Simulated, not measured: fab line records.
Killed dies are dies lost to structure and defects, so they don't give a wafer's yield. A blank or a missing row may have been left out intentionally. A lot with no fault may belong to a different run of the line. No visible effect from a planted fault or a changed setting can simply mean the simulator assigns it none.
A struck lot beside a sound one ; flow rit_cmos ; 22 steps out of a route of 202
Sound: the wafers L547.1, L547.5, L547.6. Wafers struck: L541.1, L541.2, L541.4. The cause is named last.
Each step with rows lists, per side, the tool, then ch with its chambers, then its first start. Under that, the readings that differ: sound wafers ; struck wafers ; difference of the means ; sigmas: that difference in standard deviations of wafers without a fault.
alike: a reading whose means differ by less than 2 such deviations, as well as words and numbers matching on both sides. not compared: withheld readings; readings where some wafer has no value; bounds like >300 that might hide an equal value; numbers whose values overlap and for which the record gives no deviation.
Wherever a step has rows on one side only, a row that says differs or no value, or a row with sigmas, the two part there. Numbers that don't overlap but have no deviation are shown without sigmas and don't part them. Lack of a reading on every wafer of one side parts them only where that side has two or more wafers.

first, 2 steps without rows for these wafers: RIT_NSD_HARDBAKE_07 (time 60 s); RIT_NSD_IMPLANT_08.
RIT_NSD_STRIP_09: strips in O2, time 180 s.
  sound on plasma_asher-01 ch 0,1, day 8 01:16; struck on plasma_asher-02 ch 0,1, day 5 22:29
  alike: drypump_motor_current_A, o2_flow_sccm
  not compared: rf_hours_counter_h
RIT_NSD_TW_MEAS_10:
  sound on film_metro-02, day 8 01:27; struck on film_metro-04, day 5 22:39
  alike: NSD_TW
then, 6 steps without rows for these wafers: RIT_PSD_HMDS_00 (prime time 60 s); RIT_PSD_COAT_01 (resist thk 1000 nm); RIT_PSD_SOFTBAKE_02 (time 60 s); RIT_PSD_EXPOSE_03 (exposes mask M10, target cd 40900 nm); RIT_PSD_PEB_04; RIT_PSD_DEVELOP_05 (develop time 48.93 s).
RIT_PSD_OVL_MEAS_06:
  sound on overlay-02, day 8 02:22; struck on overlay-01, day 5 23:34
  alike: PSD_OVL
then, 1 step without rows for these wafers: RIT_PSD_HARDBAKE_07 (time 60 s).
RIT_PSD_IMPLANT_08:
  sound on implanter-02 ch 0, day 8 02:34; struck on implanter-04 ch 0, day 5 23:45
reading;sound;struck;difference;sigmas
beam_on_s (s);12.7 12.6 12.7;22.8 20.4 21.5;+8.9;+11
dose_ions_cm2;4.997e+15 5.001e+15 5.001e+15;9.245e+15 9.244e+15 9.248e+15;+4.246e+15;+99 or more
RIT_PSD_STRIP_09: strips in O2, time 180 s.
  sound on plasma_asher-04 ch 0,1, day 8 02:43; struck on plasma_asher-04 ch 0,1, day 5 23:54
  alike: drypump_motor_current_A, o2_flow_sccm
  not compared: rf_hours_counter_h
RIT_PSD_TW_MEAS_10:
  sound on film_metro-01, day 8 02:53; struck on film_metro-02, day 6 00:05
reading;sound;struck;difference;sigmas
PSD_TW;3411 3431 3438;3613 3589 3602;+175;+10
then, 3 steps without rows for these wafers: RIT_SDANNEAL_CLEAN_00 (cleans in SC1, time 600 s); RIT_SDANNEAL_CLEAN_01 (cleans in dHF, time 30 s); RIT_SDANNEAL_CLEAN_02 (cleans in SC2, time 600 s).
RIT_SDANNEAL_RTA_03: time 5 s.
  sound on rtp_anneal-01 ch 0, day 8 03:19; struck on rtp_anneal-01 ch 0, day 6 00:30
  alike: ramp_up_c_per_s, wafer_temp_C_max
RIT_SDANNEAL_RS_MEAS_04: the measuring method here is four-point-probe.
  sound on film_metro-01, day 8 03:22; struck on film_metro-01, day 6 00:34
reading;sound;struck;difference;sigmas
PSD_RS (ohm/sq);115.8 116.4 116.2;108.4 108.6 108.4;-7.7;-26
RIT_SDANNEAL_RS_MEAS_05: the measuring method here is four-point-probe.
  sound on film_metro-01, day 8 03:29; struck on film_metro-01, day 6 00:41
reading;sound;struck;difference;sigmas
NSD_RS (ohm/sq);84.37 84.36 84.35;84.71 85.18 84.89;+0.57;+2
RIT_M1_PROBE_99:
  only the struck wafers here have rows in the record (prober-02, day 6 08:03); the sound ones have none

## WHERE THEY PART
At RIT_PSD_IMPLANT_08 first; at RIT_M1_PROBE_99 last (within this record only).

WHY: the cause the simulator had injected
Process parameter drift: implanter-04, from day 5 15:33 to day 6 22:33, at RIT_PSD_IMPLANT_08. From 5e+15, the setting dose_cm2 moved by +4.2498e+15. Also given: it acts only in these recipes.
